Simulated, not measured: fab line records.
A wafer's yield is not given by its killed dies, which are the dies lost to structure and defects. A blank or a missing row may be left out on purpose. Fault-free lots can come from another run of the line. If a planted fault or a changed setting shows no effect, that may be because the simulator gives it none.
The tool behind it: which one? + flow ritCmos + 14 lots, 42 wafers sampled, at 2 steps of a route of 202

== WHAT EACH GAUGE READ, for each wafer ==
RIT_GATE_THK_MEAS_09.
| lot  | measured    | on           | GATE_POLY_THK (nm) |
|------|-------------|--------------|--------------------|
| L996 | day 2 11:59 | filmMetro-01 | 249.2 246.0 248.4  |
| L998 | day 2 20:39 | filmMetro-01 | 249.5 250.0 248.7  |
| L999 | day 3 03:01 | filmMetro-04 | 245.3 245.1 246.6  |
| L100 | day 3 07:47 | filmMetro-01 | 249.0 247.1 247.8  |
| L101 | day 3 17:09 | filmMetro-03 | 249.6 245.3 246.9  |
| L102 | day 3 23:20 | filmMetro-04 | 165.5 163.4 164.5  |
| L103 | day 4 00:57 | filmMetro-04 | 166.0 167.0 167.5  |
| L104 | day 4 03:50 | filmMetro-03 | 250.5 249.8 251.8  |
| L109 | day 5 10:43 | filmMetro-04 | 246.7 247.0 245.4  |
| L113 | day 5 23:58 | filmMetro-01 | 244.9 247.9 247.0  |
| L114 | day 6 06:40 | filmMetro-04 | 242.8 243.4 245.0  |
| L117 | day 6 21:19 | filmMetro-01 | 249.1 250.2 247.6  |
| L118 | day 7 01:49 | filmMetro-01 | 246.2 245.8 244.0  |
| L119 | day 7 06:40 | filmMetro-04 | 249.6 249.9 250.7  |

== EACH LOT AND THE TOOL THAT RAN IT (in order: tool; ch and the chambers of the sampled wafers; start) ==
| lot  | RIT_GATE_CVD_08            |
|------|----------------------------|
| L996 | lpcvd-01 ch 1, day 2 10:22 |
| L998 | lpcvd-01 ch 0, day 2 19:01 |
| L999 | lpcvd-01 ch 0, day 3 01:23 |
| L100 | lpcvd-01 ch 0, day 3 06:10 |
| L101 | lpcvd-01 ch 0, day 3 15:32 |
| L102 | lpcvd-01 ch 0, day 3 21:43 |
| L103 | lpcvd-01 ch 1, day 3 23:19 |
| L104 | lpcvd-02 ch 1, day 4 02:11 |
| L109 | lpcvd-02 ch 0, day 5 08:18 |
| L113 | lpcvd-02 ch 0, day 5 22:20 |
| L114 | lpcvd-02 ch 1, day 6 05:02 |
| L117 | lpcvd-01 ch 0, day 6 19:41 |
| L118 | lpcvd-01 ch 1, day 7 00:12 |
| L119 | lpcvd-01 ch 0, day 7 05:04 |
- RIT_GATE_CVD_08: deposits poly-Si from SiH4, target thk 250 nm, time 2220 s.

== WHAT THE TOOLS THEMSELVES READ (means of the sampled wafers that have a number; where no wafer has one, the mark that the record gives instead) ==
RIT_GATE_CVD_08.
| lot  | tool     | pressureMtorr (mTorr) |
|------|----------|-----------------------|
| L996 | lpcvd-01 | 300.3                 |
| L998 | lpcvd-01 | 299.5                 |
| L999 | lpcvd-01 | 300.2                 |
| L100 | lpcvd-01 | 300.2                 |
| L101 | lpcvd-01 | 300.7                 |
| L102 | lpcvd-01 | 299.6                 |
| L103 | lpcvd-01 | 300.0                 |
| L104 | lpcvd-02 | 299.6                 |
| L109 | lpcvd-02 | 300.0                 |
| L113 | lpcvd-02 | 299.8                 |
| L114 | lpcvd-02 | 299.7                 |
| L117 | lpcvd-01 | 299.4                 |
| L118 | lpcvd-01 | 300.0                 |
| L119 | lpcvd-01 | 300.0                 |

== THE ANSWER, worked out from the rows above alone ==
Rule: the lots themselves supply what counts as usual. The widest of any qualifying gaps counts: lots, ordered by their means at a reading, are off when they make up no more than a third of the lots, leave a main group of 4 or more, and stand apart from it by 3 or more times the standard deviation of that group's means. The tables above print the reading to a certain number of digits; a main group whose means all agree to those digits is not used. Also off: a lot with no number at a reading for which 4 or more lots have one. All remaining lots with rows at the step are treated as sound. Order of review: gauges by route order, followed by the tools' own readings, for which a lot's mean as printed above is used. At the first step where some lot is off, the reading lying furthest off is the one used; lots without a number count as furthest.
Off: L102, L103, at RIT_GATE_THK_MEAS_09 (GATE_POLY_THK). The main group has a mean of 247.5 nm with a standard deviation of 2.
If a tool, at a process step before that reading, ran all the lots that are off and no sound lot after the first of them, it fits. The gauges at RIT_GATE_THK_MEAS_09 are tried like those tools. Not one of the candidates tried fits.

== WHAT THE SIMULATOR PUT IN ==
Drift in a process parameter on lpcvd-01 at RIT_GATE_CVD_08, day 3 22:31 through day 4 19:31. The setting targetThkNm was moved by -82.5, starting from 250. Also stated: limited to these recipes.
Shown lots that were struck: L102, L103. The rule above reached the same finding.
